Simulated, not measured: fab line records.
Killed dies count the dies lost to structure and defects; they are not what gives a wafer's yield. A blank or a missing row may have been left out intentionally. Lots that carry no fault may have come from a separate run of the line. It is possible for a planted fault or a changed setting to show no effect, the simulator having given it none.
Struck lot and sound lot, side by side | flow berkeley-cmos170 | 14 out of 331 route steps
Sound: the wafers L189.1, L189.2, L189.5. Wafers L186.2, L186.4, L186.6 were the ones struck. The cause is given at the end.
For every step that has rows: the tool of each side, followed by ch and its chambers, followed by its first start. Under that, the readings that differ: sound wafers | struck wafers | difference of the means | sigmas: that difference in standard deviations of wafers without a fault.
alike: same words and numbers on both sides, and readings whose means sit less than 2 such deviations apart. not compared: any withheld reading, any reading some wafer has no value for, any bound like >300 that may hide the same value, and any number with overlapping values for which the record gives no deviation.
The two part at a step that has a row with sigmas, a row that says differs or no value, or rows on one side only. Numbers that have no deviation but don't overlap get no sigmas and don't part them. A reading that every wafer of one side lacks parts them only if that side has two wafers or more.

first, 2 steps without rows for these wafers: UCB170_NLDD_IMPLANT_08; UCB170_NLDD_IMPLANT_09.
UCB170_NLDD_STRIP_10: strips in O2.
  sound on plasma-asher-01 ch 0,1, day 11 03:21; struck on plasma-asher-01 ch 0,1, day 10 07:56
  alike: drypump-motor-current-A, oes-product-au, strip-time-to-endpoint-s
  not compared: rf-hours-counter-h
UCB170_NLDD_TW_MEAS_11:
  struck on film-metro-02, day 10 08:03; sound on film-metro-04, day 11 03:27
  alike: NLDD_TW
then, 1 step without rows for these wafers: UCB170_NLDD_CLEAN_12 (cleans in SPM, time 600 s).
UCB170_SPACER_CVD_00: deposits SiO2 from TEOS/O2, target thk 376 nm, time 47 s.
  sound on pecvd-02 ch 0,2, day 11 03:41; struck on pecvd-02 ch 0,1,2, day 10 08:21
  alike: heater-power-w, pressure-mtorr, rf-fwd-power-W
UCB170_SPACER_THK_MEAS_01:
  struck on film-metro-04, day 10 08:24; sound on film-metro-04, day 11 03:43
  alike: SPACER_TEOS_THK
then, 1 step without rows for these wafers: UCB170_SPACER_ANNEAL_02 (time 1800 s).
UCB170_SPACER_ETCHBACK_03: etches SiO2 in CHF3/CF4/Ar, stops on Si, target depth 376 nm, time 100 s.
  sound on rie-diel-01 ch 0,1, day 11 10:06; struck on rie-diel-03 ch 0,1,2, day 10 14:26
  alike: drypump-motor-current-A, oes-product-au, rf-fwd-power-W, throttle-valve-pct
  not compared: rf-hours-counter-h
then, 3 steps without rows for these wafers: UCB170_PSD_HMDS_00 (prime time 60 s); UCB170_PSD_COAT_01 (resist thk 900 nm); UCB170_PSD_SOFTBAKE_02 (time 60 s).
UCB170_PSD_EXPOSE_03: exposes mask PSELECT MOD, target cd 1200 nm.
  sound on krf-scanner-01 ch 0, day 11 10:37; struck on krf-scanner-02, day 10 15:15
  no value came back on the struck wafers for exposure-dose-mJ-cm2, focus-offset-nm (nm); on the sound wafers exposure-dose-mJ-cm2 reads 29.965 29.949 29.924
  alike: mask
after that, 1 step had no rows for these wafers: UCB170_PSD_PEB_04.

## WHERE THEY PART
Only at UCB170_PSD_EXPOSE_03, within this record.

WHY: whatever the simulator had introduced
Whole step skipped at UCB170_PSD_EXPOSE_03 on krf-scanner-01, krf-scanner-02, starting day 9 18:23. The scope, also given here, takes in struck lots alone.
